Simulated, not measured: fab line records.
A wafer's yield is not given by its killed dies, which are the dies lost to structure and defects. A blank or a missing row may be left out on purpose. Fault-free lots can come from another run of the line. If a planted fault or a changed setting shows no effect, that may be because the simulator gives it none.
Split-lot study / flow rit cmos / 23 wafers read from 5 lots, route of 202 steps

== THE SPLIT ITSELF ==
At RIT_M1_SPUTTER_00 (material Al, target thk 400 nm, time 500 s), the setting power w was moved away from the recipe's 2000 W on 10 of the 23 wafers read, by -7.5% to +8.0%. This setting was run at the recipe's value on the other wafers.

== BETWEEN THE SPLIT AND THE READING: the file shows 1 step in between ==
- RIT_M1_RS_MEAS_01: measures by four-point-probe

== THE READING ==
M1_AL_THK, in nm, at RIT_M1_THK_MEAS_02 (measures by xrf). Typical for fault-free wafers on this fab line: 396 nm, with standard deviation 5.6 nm.

wafer=L075.1; tool, chamber at the split=pvd sputter-03, -; power w as run, W=2078; against the recipe=+3.9%; M1_AL_THK, nm=414; against lot-mates on the recipe=+16
wafer=L075.2; tool, chamber at the split=pvd sputter-03, -; power w as run, W=2078; against the recipe=+3.9%; M1_AL_THK, nm=415; against lot-mates on the recipe=+17
wafer=L075.3; tool, chamber at the split=pvd sputter-03, -; power w as run, W=2000; against the recipe=recipe; M1_AL_THK, nm=395; against lot-mates on the recipe=-
wafer=L075.5; tool, chamber at the split=pvd sputter-03, -; power w as run, W=2000; against the recipe=recipe; M1_AL_THK, nm=398; against lot-mates on the recipe=-
wafer=L075.6; tool, chamber at the split=pvd sputter-03, -; power w as run, W=2000; against the recipe=recipe; M1_AL_THK, nm=401; against lot-mates on the recipe=-
wafer=L076.1; tool, chamber at the split=pvd sputter-04, -; power w as run, W=1850; against the recipe=-7.5%; M1_AL_THK, nm=362; against lot-mates on the recipe=-33
wafer=L076.2; tool, chamber at the split=pvd sputter-04, -; power w as run, W=2000; against the recipe=recipe; M1_AL_THK, nm=396; against lot-mates on the recipe=-
wafer=L076.4; tool, chamber at the split=pvd sputter-04, -; power w as run, W=1850; against the recipe=-7.5%; M1_AL_THK, nm=365; against lot-mates on the recipe=-30
wafer=L076.5; tool, chamber at the split=pvd sputter-04, -; power w as run, W=2000; against the recipe=recipe; M1_AL_THK, nm=397; against lot-mates on the recipe=-
wafer=L076.6; tool, chamber at the split=pvd sputter-04, -; power w as run, W=2000; against the recipe=recipe; M1_AL_THK, nm=392; against lot-mates on the recipe=-
wafer=L077.1; tool, chamber at the split=pvd sputter-01, -; power w as run, W=2000; against the recipe=recipe; M1_AL_THK, nm=384; against lot-mates on the recipe=-
wafer=L077.2; tool, chamber at the split=pvd sputter-01, -; power w as run, W=2000; against the recipe=recipe; M1_AL_THK, nm=385; against lot-mates on the recipe=-
wafer=L077.4; tool, chamber at the split=pvd sputter-01, -; power w as run, W=2160; against the recipe=+8.0%; M1_AL_THK, nm=415; against lot-mates on the recipe=+30
wafer=L077.5; tool, chamber at the split=pvd sputter-01, -; power w as run, W=2160; against the recipe=+8.0%; M1_AL_THK, nm=417; against lot-mates on the recipe=+32
wafer=L077.6; tool, chamber at the split=pvd sputter-01, -; power w as run, W=2160; against the recipe=+8.0%; M1_AL_THK, nm=414; against lot-mates on the recipe=+30
wafer=L081.1; tool, chamber at the split=pvd sputter-03, -; power w as run, W=2131; against the recipe=+6.5%; M1_AL_THK, nm=419; against lot-mates on the recipe=+24
wafer=L081.3; tool, chamber at the split=pvd sputter-03, -; power w as run, W=2131; against the recipe=+6.5%; M1_AL_THK, nm=428; against lot-mates on the recipe=+33
wafer=L081.4; tool, chamber at the split=pvd sputter-03, -; power w as run, W=2131; against the recipe=+6.5%; M1_AL_THK, nm=421; against lot-mates on the recipe=+26
wafer=L081.5; tool, chamber at the split=pvd sputter-03, -; power w as run, W=2000; against the recipe=recipe; M1_AL_THK, nm=394; against lot-mates on the recipe=-
wafer=L081.6; tool, chamber at the split=pvd sputter-03, -; power w as run, W=2000; against the recipe=recipe; M1_AL_THK, nm=396; against lot-mates on the recipe=-
wafer=L082.1; tool, chamber at the split=pvd sputter-04, -; power w as run, W=2000; against the recipe=recipe; M1_AL_THK, nm=393; against lot-mates on the recipe=-
wafer=L082.4; tool, chamber at the split=pvd sputter-04, -; power w as run, W=2000; against the recipe=recipe; M1_AL_THK, nm=399; against lot-mates on the recipe=-
wafer=L082.6; tool, chamber at the split=pvd sputter-04, -; power w as run, W=2000; against the recipe=recipe; M1_AL_THK, nm=399; against lot-mates on the recipe=-

FIT RESULTS
A straight line over all 23 wafers: M1_AL_THK changes by +3.64 nm for each +1% of power w; r = +0.94; the points scatter about the line by 5.9 nm.
The same after taking each lot's own level away (the mean of its wafers on the recipe; 23 wafers): +4.08 nm for each +1%; r = +0.99; scatter 2.5 nm.
Per that fit: largest power w move, reading shift of 33 nm.
The span of the lots' own levels, 384.5 to 398.0 nm, comes to 2.4 times the standard deviation stated above.
In other words, the slope is changed by the lot-to-lot level; the two fits disagree.
Check: +32.8 nm against its lot-mates is what the line predicts for one of the wafers moved furthest among these (+8.0%) when that wafer is left out of the fit. It came out at +30.5 nm against them.

== THE WHOLE CHAIN: every reading that the file lists as answering this split, in the file's order ==
step=RIT_M1_SPUTTER_00; what it does=material Al, target thk 400 nm, time 500 s; reading=Al_of_M1_SPUTTER_00.thk nm (the simulator's own value, which no gauge read); change (the file's fit)=+4.04 nm for each +1% of the setting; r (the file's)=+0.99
step=RIT_M1_RS_MEAS_01; what it does=measures by four-point-probe; reading=M1_AL_RS; change (the file's fit)=-0.000763 for each +1% of the setting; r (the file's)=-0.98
step=RIT_M1_THK_MEAS_02; what it does=measures by xrf; reading=M1_AL_THK; change (the file's fit)=+4.09 for each +1% of the setting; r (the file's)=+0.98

== THE FILE'S OWN FIT ==
M1_AL_THK changes by +4.09 nm for each +1% of power w, r = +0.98.
